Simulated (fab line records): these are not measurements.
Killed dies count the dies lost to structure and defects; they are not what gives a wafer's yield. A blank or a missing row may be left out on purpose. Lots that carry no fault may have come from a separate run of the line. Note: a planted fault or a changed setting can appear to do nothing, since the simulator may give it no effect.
Split-lot experiment :: flow rit_cmos :: 23 wafers read from 5 lots, route of 202 steps

== SPLIT DETAILS ==
At RIT_GATE_DEVELOP_15 (develop time 50 s), the setting develop_time_s was moved away from the recipe's 50 s on 11 of the 23 wafers read, by -11.2% to +10.0%. This setting was run at the recipe's value on the other wafers.

== FROM THE SPLIT TO THE READING: what the file shows between them, 14 steps ==
- RIT_GATE_ETCH_19: etches poly-Si in SF6/CHF3/O2, stops on SiO2, time 165 s, target depth 312.5 nm (also split here: rf_w)
- RIT_SPACER_CVD_03: deposits Si3N4 from SiH2Cl2/NH3, target thk 250 nm, time 3300 s (also split here: pressure_mtorr)
- RIT_SPACER_THK_MEAS_04
- RIT_SPACER_ETCHBACK_05: etches Si3N4 in SF6/CHF3, stops on SiO2, target depth 250 nm, time 240 s
- RIT_NSD_IMPLANT_08 (also split here: energy_kev)
- RIT_CONTACT_COAT_03: resist thk 1000 nm (also split here: resist_thk_nm)
- RIT_CONTACT_SOFTBAKE_04: time 60 s
- RIT_CONTACT_EXPOSE_05: exposes mask M11, target cd 1000 nm
- RIT_CONTACT_HARDBAKE_10: time 60 s
- RIT_CONTACT_ETCH_11: etches SiO2 in CHF3/CF4/Ar, stops on TiSi2, target depth 480 nm, time 320 s
- RIT_M1_EXPOSE_06: exposes mask M12, target cd 2600 nm (also split here: dose_mj)
- RIT_M1_PEB_07
- RIT_M1_DEVELOP_08: develop time 68 s
- RIT_M1_CD_MEAS_09: target cd 2600 nm

== THE READING ==
etest.nmos_0p3.r_on_ohm_um (the simulator's own value, which no gauge read), at RIT_M1_PROBE_99. The file does not state a usual value for it. Average 2202, standard deviation 36, over the 12 wafers here run with the recipe.

wafer: L075.3
tool, chamber at the split: litho_track-02, 0
develop_time_s as run, s: 50
against the recipe: recipe
etest.nmos_0p3.r_on_ohm_um: 2170
against lot-mates on the recipe: -

wafer: L075.4
tool, chamber at the split: litho_track-02, 0
develop_time_s as run, s: 50
against the recipe: recipe
etest.nmos_0p3.r_on_ohm_um: 2214
against lot-mates on the recipe: -

wafer: L075.5
tool, chamber at the split: litho_track-02, 0
develop_time_s as run, s: 50
against the recipe: recipe
etest.nmos_0p3.r_on_ohm_um: 2222
against lot-mates on the recipe: -

wafer: L077.1
tool, chamber at the split: litho_track-02, 0
develop_time_s as run, s: 44.42
against the recipe: -11.2%
etest.nmos_0p3.r_on_ohm_um: 2277
against lot-mates on the recipe: +115

wafer: L077.2
tool, chamber at the split: litho_track-02, 0
develop_time_s as run, s: 44.42
against the recipe: -11.2%
etest.nmos_0p3.r_on_ohm_um: 2327
against lot-mates on the recipe: +165

wafer: L077.3
tool, chamber at the split: litho_track-02, 0
develop_time_s as run, s: 50
against the recipe: recipe
etest.nmos_0p3.r_on_ohm_um: 2161
against lot-mates on the recipe: -

wafer: L077.4
tool, chamber at the split: litho_track-02, 0
develop_time_s as run, s: 44.42
against the recipe: -11.2%
etest.nmos_0p3.r_on_ohm_um: 2306
against lot-mates on the recipe: +144

wafer: L077.6
tool, chamber at the split: litho_track-02, 0
develop_time_s as run, s: 50
against the recipe: recipe
etest.nmos_0p3.r_on_ohm_um: 2163
against lot-mates on the recipe: -

wafer: L078.1
tool, chamber at the split: litho_track-02, 0
develop_time_s as run, s: 53.34
against the recipe: +6.7%
etest.nmos_0p3.r_on_ohm_um: 2096
against lot-mates on the recipe: -62

wafer: L078.3
tool, chamber at the split: litho_track-02, 0
develop_time_s as run, s: 53.34
against the recipe: +6.7%
etest.nmos_0p3.r_on_ohm_um: 2070
against lot-mates on the recipe: -88

wafer: L078.4
tool, chamber at the split: litho_track-02, 0
develop_time_s as run, s: 53.34
against the recipe: +6.7%
etest.nmos_0p3.r_on_ohm_um: 2066
against lot-mates on the recipe: -92

wafer: L078.5
tool, chamber at the split: litho_track-02, 0
develop_time_s as run, s: 50
against the recipe: recipe
etest.nmos_0p3.r_on_ohm_um: 2166
against lot-mates on the recipe: -

wafer: L078.6
tool, chamber at the split: litho_track-02, 0
develop_time_s as run, s: 50
against the recipe: recipe
etest.nmos_0p3.r_on_ohm_um: 2150
against lot-mates on the recipe: -

wafer: L080.1
tool, chamber at the split: litho_track-04, 0
develop_time_s as run, s: 46.56
against the recipe: -6.9%
etest.nmos_0p3.r_on_ohm_um: 2316
against lot-mates on the recipe: +81

wafer: L080.2
tool, chamber at the split: litho_track-04, 0
develop_time_s as run, s: 50
against the recipe: recipe
etest.nmos_0p3.r_on_ohm_um: 2245
against lot-mates on the recipe: -

wafer: L080.4
tool, chamber at the split: litho_track-04, 0
develop_time_s as run, s: 46.56
against the recipe: -6.9%
etest.nmos_0p3.r_on_ohm_um: 2275
against lot-mates on the recipe: +40

wafer: L080.5
tool, chamber at the split: litho_track-04, 0
develop_time_s as run, s: 50
against the recipe: recipe
etest.nmos_0p3.r_on_ohm_um: 2222
against lot-mates on the recipe: -

wafer: L080.6
tool, chamber at the split: litho_track-04, 0
develop_time_s as run, s: 50
against the recipe: recipe
etest.nmos_0p3.r_on_ohm_um: 2237
against lot-mates on the recipe: -

wafer: L083.1
tool, chamber at the split: litho_track-01, 0
develop_time_s as run, s: 55.02
against the recipe: +10.0%
etest.nmos_0p3.r_on_ohm_um: 2129
against lot-mates on the recipe: -108

wafer: L083.2
tool, chamber at the split: litho_track-01, 0
develop_time_s as run, s: 50
against the recipe: recipe
etest.nmos_0p3.r_on_ohm_um: 2261
against lot-mates on the recipe: -

wafer: L083.3
tool, chamber at the split: litho_track-01, 0
develop_time_s as run, s: 55.02
against the recipe: +10.0%
etest.nmos_0p3.r_on_ohm_um: 2120
against lot-mates on the recipe: -117

wafer: L083.4
tool, chamber at the split: litho_track-01, 0
develop_time_s as run, s: 50
against the recipe: recipe
etest.nmos_0p3.r_on_ohm_um: 2213
against lot-mates on the recipe: -

wafer: L083.5
tool, chamber at the split: litho_track-01, 0
develop_time_s as run, s: 55.02
against the recipe: +10.0%
etest.nmos_0p3.r_on_ohm_um: 2115
against lot-mates on the recipe: -122

FIT RESULTS
A straight line over all 23 wafers: etest.nmos_0p3.r_on_ohm_um changes by -10.6 for each +1% of develop_time_s; r = -0.88; the points scatter about the line by 38.
The same after taking each lot's own level away (the mean of its wafers on the recipe; 23 wafers): -11.8 for each +1%; r = -0.97; scatter 18.
That fit puts the effect of the largest move of develop_time_s on the reading at 1.3e+02.
The lots' own levels span 2158.0 to 2237.0, that is 2.2 times the standard deviation above.
In other words, the slope is changed by the lot-to-lot level; the two fits disagree.
Check: +135 against its lot-mates is what the line predicts for one of the wafers moved furthest among these (-11.2%) when that wafer is left out of the fit. Against them it came out at +115.

== THESE WAFERS: OTHER SPLITS ==
Before the reading, these wafers also passed through other splits. Each is held against what the fit with the lots' levels taken away leaves over:
other split on the same wafers: RIT_ACTIVE_CVD_03 time_s
wafers away from the commonest value: 15
r with etest.nmos_0p3.r_on_ohm_um (lot level and that fit taken away): -0.10

other split on the same wafers: RIT_ACTIVE_ETCH_13 rf_w
wafers away from the commonest value: 7
r with etest.nmos_0p3.r_on_ohm_um (lot level and that fit taken away): +0.16

other split on the same wafers: RIT_GATE_ETCH_19 rf_w
wafers away from the commonest value: 7
r with etest.nmos_0p3.r_on_ohm_um (lot level and that fit taken away): -0.41

other split on the same wafers: RIT_SPACER_CVD_03 pressure_mtorr
wafers away from the commonest value: 15
r with etest.nmos_0p3.r_on_ohm_um (lot level and that fit taken away): +0.19

other split on the same wafers: RIT_NSD_IMPLANT_08 energy_kev
wafers away from the commonest value: 6
r with etest.nmos_0p3.r_on_ohm_um (lot level and that fit taken away): +0.09

other split on the same wafers: RIT_CONTACT_COAT_03 resist_thk_nm
wafers away from the commonest value: 7
r with etest.nmos_0p3.r_on_ohm_um (lot level and that fit taken away): +0.14

other split on the same wafers: RIT_M1_EXPOSE_06 dose_mj
wafers away from the commonest value: 5
r with etest.nmos_0p3.r_on_ohm_um (lot level and that fit taken away): +0.23

== THE WHOLE CHAIN: every reading that the file lists as answering this split, in the file's order ==
step: RIT_GATE_ETCH_19
what it does: etches poly-Si in SF6/CHF3/O2, stops on SiO2, time 165 s, target depth 312.5 nm
reading: GATE.cd_nm (the simulator's own value, which no gauge read)
change (the file's fit): -1.69 nm for each +1% of the setting
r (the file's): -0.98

step: RIT_M1_PROBE_99
what it does: 
reading: etest.pmos_0p15.r_on_ohm_um (the simulator's own value, which no gauge read)
change (the file's fit): -39.2 for each +1% of the setting
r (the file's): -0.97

step: RIT_M1_PROBE_99
what it does: 
reading: etest.pmos_turned.r_on_ohm_um (the simulator's own value, which no gauge read)
change (the file's fit): -38.1 for each +1% of the setting
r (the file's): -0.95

step: RIT_M1_PROBE_99
what it does: 
reading: etest.pmos_0p3.r_on_ohm_um (the simulator's own value, which no gauge read)
change (the file's fit): -41 for each +1% of the setting
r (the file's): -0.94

step: RIT_M1_PROBE_99
what it does: 
reading: etest.nmos_0p15.r_on_ohm_um (the simulator's own value, which no gauge read)
change (the file's fit): -11.9 for each +1% of the setting
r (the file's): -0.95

step: RIT_M1_PROBE_99
what it does: 
reading: etest.nmos_0p3.r_on_ohm_um (the simulator's own value, which no gauge read)
change (the file's fit): -11.7 for each +1% of the setting
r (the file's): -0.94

== THE FILE'S OWN FIT ==
etest.nmos_0p3.r_on_ohm_um changes by -11.7 for each +1% of develop_time_s, r = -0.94.
